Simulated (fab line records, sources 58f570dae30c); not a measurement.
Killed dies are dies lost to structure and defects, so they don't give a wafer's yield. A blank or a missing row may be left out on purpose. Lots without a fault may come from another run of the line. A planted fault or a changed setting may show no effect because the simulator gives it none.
Which tool did it? | flow berkeley_cmos170 | 14 lots, 42 wafers sampled, at 4 steps of a route of 331

WHAT THE GAUGES READ, wafer by wafer
UCB170_START_THK_MEAS_03.
lot  | measured    | on            | START_OXIDE_THK (nm)
L545 | day 1 12:56 | film_metro-03 | 20.3 20.3 20.6
L546 | day 1 19:45 | film_metro-01 | 20.6 20.2 20.7
L547 | day 2 03:11 | film_metro-04 | 20.3 20.2 20.3
L550 | day 2 17:16 | film_metro-01 | 19.3 19.6 19.7
L553 | day 3 07:07 | film_metro-03 | 19.9 20.1 20.1
L556 | day 3 21:10 | film_metro-04 | 20.0 20.1 19.9
L558 | day 4 06:40 | film_metro-03 | 19.5 19.1 19.0
L560 | day 4 17:23 | film_metro-03 | 20.3 20.4 20.3
L561 | day 5 00:28 | film_metro-03 | 20.1 20.2 19.7
L562 | day 5 03:23 | film_metro-01 | 20.2 20.2 20.2
L563 | day 5 09:03 | film_metro-04 | 19.9 20.1 19.6
L565 | day 5 18:16 | film_metro-04 | 20.2 20.1 20.5
L567 | day 6 05:04 | film_metro-01 | 19.9 19.7 19.6
L568 | day 6 10:35 | film_metro-01 | 20.7 20.8 20.7

UCB170_PWELL_OVL_MEAS_13.
lot  | measured    | on         | PWELL_OVL (nm)
L545 | day 3 07:10 | overlay-02 | -9 -11 -9
L546 | day 3 14:10 | overlay-01 | 0 -3 -7
L547 | day 3 17:20 | overlay-02 | -5 4 -8
L550 | day 4 04:05 | overlay-01 | -6 -3 -1
L553 | day 4 14:55 | overlay-01 | -14 0 -15
L556 | day 5 08:34 | overlay-02 | 1 -6 5
L558 | day 5 15:34 | overlay-02 | 2 2 8
L562 | day 6 12:56 | overlay-02 | 3 -3 5
L563 | day 6 20:43 | overlay-01 | -2 3 -2
L565 | day 7 06:42 | overlay-02 | -6 -10 -4
L567 | day 7 13:52 | overlay-02 | 2 8 10
L568 | day 8 00:31 | overlay-02 | 4 4 4

UCB170_SILICIDE_RS_MEAS_02: measures by four-point-probe.
lot  | measured     | on            | SILICIDE_TI_RS (ohm/sq)
L545 | day 7 05:37  | film_metro-02 | 26.1 26.0 26.1
L546 | day 7 13:22  | film_metro-02 | 26.8 26.4 26.5
L547 | day 7 14:08  | film_metro-02 | 26.0 26.1 25.6
L550 | day 7 23:53  | film_metro-04 | 26.2 25.7 26.1
L553 | day 8 14:32  | film_metro-01 | 25.6 26.0 25.9
L556 | day 9 00:43  | film_metro-02 | 26.1 26.2 26.5
L558 | day 9 11:30  | film_metro-01 | 25.9 25.6 25.7
L562 | day 10 01:46 | film_metro-01 | 25.7 25.9 25.8
L563 | day 10 17:17 | film_metro-01 | 26.0 26.6 26.3
L565 | day 10 23:49 | film_metro-02 | 25.8 26.0 26.1
L567 | day 11 10:24 | film_metro-02 | 26.1 26.1 25.8
L568 | day 11 17:32 | film_metro-02 | 25.8 25.6 25.6

WHICH TOOL RAN EACH LOT (tool, then ch and the chambers of the sampled wafers, then the start)
lot  | UCB170_NWELL_DEVELOP_11
L545 | litho_track-01 ch 0, day 2 10:00
L546 | litho_track-02 ch 0, day 2 16:00
L547 | litho_track-02 ch 0, day 3 01:00
L550 | litho_track-03 ch 0, day 3 09:00
L553 | litho_track-01 ch 0, day 3 21:00
L556 | litho_track-01 ch 0, day 4 14:00
L558 | litho_track-03 ch 0, day 4 22:00
L560 | litho_track-02, day 5 11:00
L561 | litho_track-02, day 5 18:00
L562 | litho_track-02 ch 0, day 5 19:00
L563 | litho_track-01 ch 0, day 6 04:00
L565 | litho_track-03 ch 0, day 6 12:00
L567 | litho_track-03 ch 0, day 6 23:00
L568 | litho_track-01 ch 0, day 7 04:00
- UCB170_NWELL_DEVELOP_11: develop time 45 s.

WHAT THE TOOLS THEMSELVES READ (means of the sampled wafers that have a number; where no wafer has one, the mark that the record gives instead)
UCB170_NWELL_DEVELOP_11.
lot  | tool           | chill_plate_temp_C (C)
L545 | litho_track-01 | 23.04
L546 | litho_track-02 | 23.08
L547 | litho_track-02 | 22.89
L550 | litho_track-03 | 23.00
L553 | litho_track-01 | 22.89
L556 | litho_track-01 | 22.97
L558 | litho_track-03 | 23.02
L560 | litho_track-02 | -
L561 | litho_track-02 | -
L562 | litho_track-02 | 22.97
L563 | litho_track-01 | 23.09
L565 | litho_track-03 | 22.77
L567 | litho_track-03 | 23.00
L568 | litho_track-01 | 22.95

THE ANSWER, worked out from the rows above alone
Rule: what is usual is taken from the lots themselves. Put in order of their means at a reading, lots are off if they are a third of the lots or fewer, leave a main group of 4 or more, and stand apart from it by a gap of 3 or more times the standard deviation of the main group's means; of several such gaps the widest counts. A main group whose means are all the same, to the digits that the tables above print for the reading, isn't used. A lot without any number at a reading at which 4 lots or more have one is off too. The other lots that the step has rows for count as sound. The gauges are gone through in route order, then the tools' own readings, and for those a lot's mean is taken as printed above. The first step at which some lot is off is used, and at that step the reading that is off furthest; a lot without a number counts as furthest.
Off: L560, L561, at UCB170_NWELL_DEVELOP_11 (chill_plate_temp_C). Without a number there: L560, L561. The main group: mean 22.97 C, standard deviation 0.086.
A tool fits if, at that step or a process step before it, it ran every lot that is off, and no sound lot after the first of them. None of those tried fits.

WHAT THE SIMULATOR HAD PUT IN
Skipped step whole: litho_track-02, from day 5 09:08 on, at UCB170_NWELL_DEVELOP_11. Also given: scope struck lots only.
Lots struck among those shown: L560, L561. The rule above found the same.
